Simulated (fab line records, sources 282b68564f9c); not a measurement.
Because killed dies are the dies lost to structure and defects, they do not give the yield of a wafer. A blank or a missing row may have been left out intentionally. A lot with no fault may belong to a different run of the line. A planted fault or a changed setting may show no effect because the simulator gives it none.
Which tool is to blame? / flow rit-cmos / 45 wafers from 15 lots sampled at 2 of the route's 202 steps

== WHAT THE GAUGES READ, wafer by wafer ==
No reading from a measuring or inspecting step in the record can be judged against a usual standard deviation.

== EACH LOT AND THE TOOL THAT RAN IT (in order: tool; ch and the chambers of the sampled wafers; start) ==
lot=L708; RIT_SILICIDE_WET_ETCH_00=wet-bench-03 ch 2, day 3 07:07; RIT_M1_PROBE_99=prober-01, day 3 14:32
lot=L709; RIT_SILICIDE_WET_ETCH_00=wet-bench-01 ch 2, day 3 11:23; RIT_M1_PROBE_99=prober-01, day 3 18:14
lot=L711; RIT_SILICIDE_WET_ETCH_00=wet-bench-03 ch 2, day 4 02:08; RIT_M1_PROBE_99=prober-01, day 4 09:14
lot=L712; RIT_SILICIDE_WET_ETCH_00=wet-bench-03 ch 2, day 4 05:01; RIT_M1_PROBE_99=prober-02, day 4 12:04
lot=L713; RIT_SILICIDE_WET_ETCH_00=wet-bench-03 ch 3, day 4 10:10; RIT_M1_PROBE_99=prober-01, day 4 17:10
lot=L714; RIT_SILICIDE_WET_ETCH_00=wet-bench-02 ch 2, day 4 13:49; RIT_M1_PROBE_99=prober-02, day 4 23:17
lot=L715; RIT_SILICIDE_WET_ETCH_00=wet-bench-02 ch 3, day 5 00:28; RIT_M1_PROBE_99=prober-01, day 5 07:40
lot=L716; RIT_SILICIDE_WET_ETCH_00=wet-bench-03 ch 1, day 5 08:31; RIT_M1_PROBE_99=prober-02, day 5 15:42
lot=L718; RIT_SILICIDE_WET_ETCH_00=wet-bench-03 ch 3, day 5 16:15; RIT_M1_PROBE_99=prober-02, day 5 23:33
lot=L719; RIT_SILICIDE_WET_ETCH_00=wet-bench-03 ch 2, day 5 16:40; RIT_M1_PROBE_99=prober-01, day 6 00:21
lot=L724; RIT_SILICIDE_WET_ETCH_00=wet-bench-02 ch 0, day 6 17:53; RIT_M1_PROBE_99=prober-02, day 7 00:47
lot=L726; RIT_SILICIDE_WET_ETCH_00=wet-bench-01 ch 2, day 7 01:53; RIT_M1_PROBE_99=prober-02, day 7 09:18
lot=L728; RIT_SILICIDE_WET_ETCH_00=wet-bench-01 ch 1, day 7 11:08; RIT_M1_PROBE_99=prober-02, day 7 19:40
lot=L729; RIT_SILICIDE_WET_ETCH_00=wet-bench-02 ch 2, day 7 17:25; RIT_M1_PROBE_99=prober-01, day 8 00:28
lot=L730; RIT_SILICIDE_WET_ETCH_00=wet-bench-02 ch 3, day 7 21:00; RIT_M1_PROBE_99=prober-02, day 8 03:46
- RIT_SILICIDE_WET_ETCH_00: etches SiO2 in BOE, target depth 14 nm, time 15.5 s.
- RIT_M1_PROBE_99

== AS READ BY THE TOOLS THEMSELVES (means over the sampled wafers that have a number; for cases with no such wafer, the mark the record gives instead) ==
RIT_M1_PROBE_99. Usual: killed-at-contacts 0.1, standard deviation 0.27; killed-at-front-end 7, standard deviation 3; killed-dies 7.0, standard deviation 3; killed-on-rim 1.8, standard deviation 1.4; killed-open 3.5, standard deviation 2.1; killed-short 3.4, standard deviation 1.9.
lot=L708 tool=prober-01 killed-at-contacts=0.0 killed-at-front-end=7 killed-dies=7.0 killed-on-rim=1.3 killed-open=3.7 killed-short=3.3 flag=
lot=L709 tool=prober-01 killed-at-contacts=0.0 killed-at-front-end=5 killed-dies=4.7 killed-on-rim=1.3 killed-open=2.3 killed-short=2.3 flag=
lot=L711 tool=prober-01 killed-at-contacts=0.0 killed-at-front-end=4 killed-dies=4.0 killed-on-rim=0.7 killed-open=2.0 killed-short=2.0 flag=
lot=L712 tool=prober-02 killed-at-contacts=0.0 killed-at-front-end=10 killed-dies=10.3 killed-on-rim=3.0 killed-open=3.7 killed-short=6.0 flag=
lot=L713 tool=prober-01 killed-at-contacts=0.0 killed-at-front-end=4 killed-dies=4.3 killed-on-rim=0.7 killed-open=1.7 killed-short=2.7 flag=
lot=L714 tool=prober-02 killed-at-contacts=0.0 killed-at-front-end=8 killed-dies=7.7 killed-on-rim=2.3 killed-open=3.3 killed-short=4.3 flag=
lot=L715 tool=prober-01 killed-at-contacts=0.0 killed-at-front-end=7 killed-dies=6.7 killed-on-rim=2.0 killed-open=3.3 killed-short=3.3 flag=
lot=L716 tool=prober-02 killed-at-contacts=0.3 killed-at-front-end=31 killed-dies=31.3 killed-on-rim=10.3 killed-open=3.0 killed-short=3.3 flag=OFF
lot=L718 tool=prober-02 killed-at-contacts=0.0 killed-at-front-end=19 killed-dies=19.3 killed-on-rim=10.0 killed-open=1.3 killed-short=1.7 flag=OFF
lot=L719 tool=prober-01 killed-at-contacts=0.3 killed-at-front-end=40 killed-dies=40.0 killed-on-rim=2.0 killed-open=4.0 killed-short=1.3 flag=OFF
lot=L724 tool=prober-02 killed-at-contacts=0.0 killed-at-front-end=7 killed-dies=6.7 killed-on-rim=1.7 killed-open=4.0 killed-short=2.7 flag=
lot=L726 tool=prober-02 killed-at-contacts=0.0 killed-at-front-end=5 killed-dies=5.3 killed-on-rim=0.7 killed-open=2.7 killed-short=2.7 flag=
lot=L728 tool=prober-02 killed-at-contacts=0.0 killed-at-front-end=7 killed-dies=7.3 killed-on-rim=2.7 killed-open=3.0 killed-short=4.3 flag=
lot=L729 tool=prober-01 killed-at-contacts=0.0 killed-at-front-end=7 killed-dies=6.7 killed-on-rim=0.7 killed-open=3.7 killed-short=3.0 flag=
lot=L730 tool=prober-02 killed-at-contacts=0.0 killed-at-front-end=6 killed-dies=6.0 killed-on-rim=2.3 killed-open=2.3 killed-short=3.7 flag=

== THE ANSWER, worked out from the rows above alone ==
Rule: a lot counts as off when the mean over its wafers that have a number is more than 3 standard deviations away from the usual mean. A lot without any number at a reading at which 4 lots or more have one is off too. Where the step has rows for the other lots, those lots are counted as sound. The gauges are gone through in route order, then the tools' own readings, and for those a lot's mean is taken as printed above. At the first step where some lot is off, the reading lying furthest off is the one used; lots without a number count as furthest.
Off at RIT_M1_PROBE_99 (killed-at-front-end): L716, L718, L719.
A tool fits if, at that step or a process step before it, it ran every lot that is off, and no sound lot after the first of them. One fits: RIT_SILICIDE_WET_ETCH_00 on wet-bench-03. A fault onset in the window from L713 (day 4 10:10, its last sound lot) to L716 (day 5 08:31, its first lot off) fits.

== WHAT WAS PUT IN BY THE SIMULATOR ==
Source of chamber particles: wet-bench-03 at RIT_SILICIDE_WET_ETCH_00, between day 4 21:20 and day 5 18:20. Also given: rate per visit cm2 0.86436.
Shown lots that were struck: L716, L718, L719. This agrees with what the rule above found.
